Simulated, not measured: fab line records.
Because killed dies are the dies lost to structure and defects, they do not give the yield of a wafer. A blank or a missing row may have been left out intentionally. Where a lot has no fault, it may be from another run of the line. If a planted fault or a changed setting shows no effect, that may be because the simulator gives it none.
Split-lot study | flow berkeleyCmos170 | 23 wafers read across 5 lots, on a route 331 steps long

THE SPLIT
At UCB170_ZERO_COAT_01 (resist thk 900 nm), the setting resistThkNm was moved away from the recipe's 900 nm on 6 of the 23 wafers read, by -2.8% to +5.9%. This setting was run at the recipe's value on the other wafers.

The split's own step is where the reading is taken.

THE READING
KrF_of_ZERO_COAT_01.thkNm (the simulator's own value, which no gauge read), in nm, at UCB170_ZERO_COAT_01 (resist thk 900 nm). The file gives no usual value for it. The 17 wafers here that ran the recipe average 901.3 nm, standard deviation 4.2 nm.

wafer  | tool, chamber at the split | resistThkNm as run, nm | against the recipe | KrF_of_ZERO_COAT_01.thkNm, nm | against lot-mates on the recipe
L074.2 | lithoTrack-01, 0           | 900                    | recipe             | 895.5                         | -
L074.4 | lithoTrack-01, 0           | 900                    | recipe             | 896.4                         | -
L074.6 | lithoTrack-01, 0           | 900                    | recipe             | 894.5                         | -
L078.1 | lithoTrack-02, 0           | 900                    | recipe             | 900.1                         | -
L078.2 | lithoTrack-02, 0           | 953.4                  | +5.9%              | 954.9                         | +55.2
L078.3 | lithoTrack-02, 0           | 953.4                  | +5.9%              | 953.8                         | +54.1
L078.5 | lithoTrack-02, 0           | 900                    | recipe             | 897.3                         | -
L078.6 | lithoTrack-02, 0           | 900                    | recipe             | 901.6                         | -
L079.1 | lithoTrack-01, 0           | 921.6                  | +2.4%              | 922.7                         | +22.0
L079.3 | lithoTrack-01, 0           | 900                    | recipe             | 899                           | -
L079.4 | lithoTrack-01, 0           | 921.6                  | +2.4%              | 919.8                         | +19.1
L079.5 | lithoTrack-01, 0           | 900                    | recipe             | 900.9                         | -
L079.6 | lithoTrack-01, 0           | 900                    | recipe             | 902.1                         | -
L084.1 | lithoTrack-02, 0           | 874.6                  | -2.8%              | 880.7                         | -27.5
L084.3 | lithoTrack-02, 0           | 900                    | recipe             | 907.7                         | -
L084.4 | lithoTrack-02, 0           | 874.6                  | -2.8%              | 881.5                         | -26.7
L084.5 | lithoTrack-02, 0           | 900                    | recipe             | 911.4                         | -
L084.6 | lithoTrack-02, 0           | 900                    | recipe             | 905.5                         | -
L085.1 | lithoTrack-02, 0           | 900                    | recipe             | 902                           | -
L085.2 | lithoTrack-02, 0           | 900                    | recipe             | 901.1                         | -
L085.3 | lithoTrack-02, 0           | 900                    | recipe             | 902.2                         | -
L085.4 | lithoTrack-02, 0           | 900                    | recipe             | 904.3                         | -
L085.6 | lithoTrack-02, 0           | 900                    | recipe             | 901.2                         | -

THE FIT
A straight line over all 23 wafers: KrF_of_ZERO_COAT_01.thkNm changes by +8.52 nm for each +1% of resistThkNm; r = +0.98; the points scatter about the line by 4 nm.
The same after taking each lot's own level away (the mean of its wafers on the recipe; 23 wafers): +9.23 nm for each +1%; r = +1.00; scatter 1.6 nm.
The reading moves by 55 nm for the largest change in resistThkNm, on that fit.
The span of the lots' own levels, 895.47 to 908.20 nm, comes to 3.0 times the standard deviation stated above.
Hence the lot-to-lot level has little effect on the slope; both slopes agree.
Check: for one of the wafers moved furthest among these (+5.9%), held out of the fit, the line's prediction against its lot-mates is +54.1 nm. Against them it came out at +55.2 nm.

THE WHOLE CHAIN: every reading that the file lists as answering this split, in the file's order
step                 | what it does      | reading                                                                    | change (the file's fit)              | r (the file's)
UCB170_ZERO_COAT_01  | resist thk 900 nm | KrF_of_ZERO_COAT_01.thkNm (the simulator's own value, which no gauge read) | +9.21 nm for each +1% of the setting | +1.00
UCB170_ZERO_STRIP_07 | strips in O2      | stripTimeToEndpointS                                                       | withheld for each +1% of the setting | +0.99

FILE'S OWN FIT
KrF_of_ZERO_COAT_01.thkNm changes by +9.21 nm for each +1% of resistThkNm, r = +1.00.
